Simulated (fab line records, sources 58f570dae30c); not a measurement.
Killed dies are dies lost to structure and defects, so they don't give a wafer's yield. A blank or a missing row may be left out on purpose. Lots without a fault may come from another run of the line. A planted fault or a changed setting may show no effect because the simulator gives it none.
Split-lot experiment | flow berkeley_cmos170 | 5 lots, 23 wafers read, on a route of 331 steps

THE SPLIT
At UCB170_M2_EXPOSE_12 (exposes mask METAL2, target cd 700 nm), the setting dose_mj was moved away from the recipe's 26 on 9 of the 23 wafers read, by -6.2% to +7.0%. The other wafers ran this setting at the recipe's value.

FROM THE SPLIT TO THE READING: what the file shows between them, 6 steps
- UCB170_M2_PEB_13
- UCB170_M2_DEVELOP_14: develop time 45 s
- UCB170_M2_CD_MEAS_15: target cd 700 nm
- UCB170_M2_ETCH_17: etches BARC in N2/H2
- UCB170_M2_METAL_ETCH_18: etches Al in Cl2/BCl3, stops on SiO2, target depth 1170 nm, time 195 s
- UCB170_M2_STRIP_19: strips in O2

THE READING
cd_nm, in nm, at UCB170_M2_CD_MEAS_90 (target cd 700 nm). Fault-free wafers of this fab line usually give 699 nm, standard deviation 3.1 nm.

wafer  | tool, chamber at the split | dose_mj as run | against the recipe | cd_nm, nm | against lot-mates on the recipe
L074.1 | krf_scanner-01, 0          | 24.4           | -6.2%              | 706       | +7
L074.2 | krf_scanner-01, 0          | 26             | recipe             | 702       | -
L074.3 | krf_scanner-01, 0          | 26             | recipe             | 693       | -
L074.4 | krf_scanner-01, 0          | 24.4           | -6.2%              | 714       | +15
L074.5 | krf_scanner-01, 0          | 26             | recipe             | 702       | -
L076.1 | krf_scanner-01, 0          | 26             | recipe             | 698       | -
L076.2 | krf_scanner-01, 0          | 26             | recipe             | 700       | -
L076.6 | krf_scanner-01, 0          | 26             | recipe             | 701       | -
L085.1 | krf_scanner-01, 0          | 24.44          | -6.0%              | 707       | +9
L085.2 | krf_scanner-01, 0          | 26             | recipe             | 700       | -
L085.4 | krf_scanner-01, 0          | 26             | recipe             | 696       | -
L085.5 | krf_scanner-01, 0          | 24.44          | -6.0%              | 711       | +13
L085.6 | krf_scanner-01, 0          | 24.44          | -6.0%              | 708       | +10
L082.2 | krf_scanner-01, 0          | 26             | recipe             | 700       | -
L082.3 | krf_scanner-01, 0          | 27.08          | +4.2%              | 691       | -8
L082.4 | krf_scanner-01, 0          | 27.08          | +4.2%              | 694       | -5
L082.5 | krf_scanner-01, 0          | 26             | recipe             | 695       | -
L082.6 | krf_scanner-01, 0          | 26             | recipe             | 702       | -
L080.1 | krf_scanner-01, 0          | 27.81          | +7.0%              | 685       | -16
L080.2 | krf_scanner-01, 0          | 26             | recipe             | 702       | -
L080.4 | krf_scanner-01, 0          | 26             | recipe             | 701       | -
L080.5 | krf_scanner-01, 0          | 26             | recipe             | 700       | -
L080.6 | krf_scanner-01, 0          | 27.81          | +7.0%              | 690       | -11

THE FIT
A straight line over all 23 wafers: cd_nm changes by -1.65 nm for each +1% of dose_mj; r = -0.91; the points scatter about the line by 2.8 nm.
The same after taking each lot's own level away (the mean of its wafers on the recipe; 23 wafers): -1.81 nm for each +1%; r = -0.93; scatter 2.7 nm.
On that fit, the largest move of dose_mj shifts the reading by 13 nm.
The lots' own levels span 698.0 to 701.0 nm, that is 1.0 times the standard deviation above.
So the lot-to-lot level changes the slope little: the two slopes agree.
Check: with one of the wafers moved furthest among these (+7.0%) left out of the fit, the line predicts -11.7 nm for it against its lot-mates. It came out at -16 nm against them.

THE WHOLE CHAIN: every reading that the file lists as answering this split, in the file's order
step                 | what it does                                                              | reading                                                        | change (the file's fit)                                                            | r (the file's)
UCB170_M2_CD_MEAS_15 | target cd 700 nm                                                          | cd_nm                                                          | -1.79 nm for each +1% of the setting                                               | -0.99
UCB170_M2_ETCH_17    | etches BARC in N2/H2                                                      | M2.cd_nm (the simulator's own value, which no gauge read)      | -1.76 nm for each +1% of the setting                                               | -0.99
UCB170_M2_CD_MEAS_90 | target cd 700 nm                                                          | cd_nm                                                          | -1.79 nm for each +1% of the setting                                               | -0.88
UCB170_V2_ETCH_14    | etches SiO2 in CHF3/CF4/Ar, stops on Al, target depth 1250 nm, time 291 s | etch.depth_nm (the simulator's own value, which no gauge read) | not straight: 998.4 at the lowest setting, 1009 at the recipe, 1045 at the highest | not given

THE FILE'S OWN FIT
cd_nm changes by -1.79 nm for each +1% of dose_mj, r = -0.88.
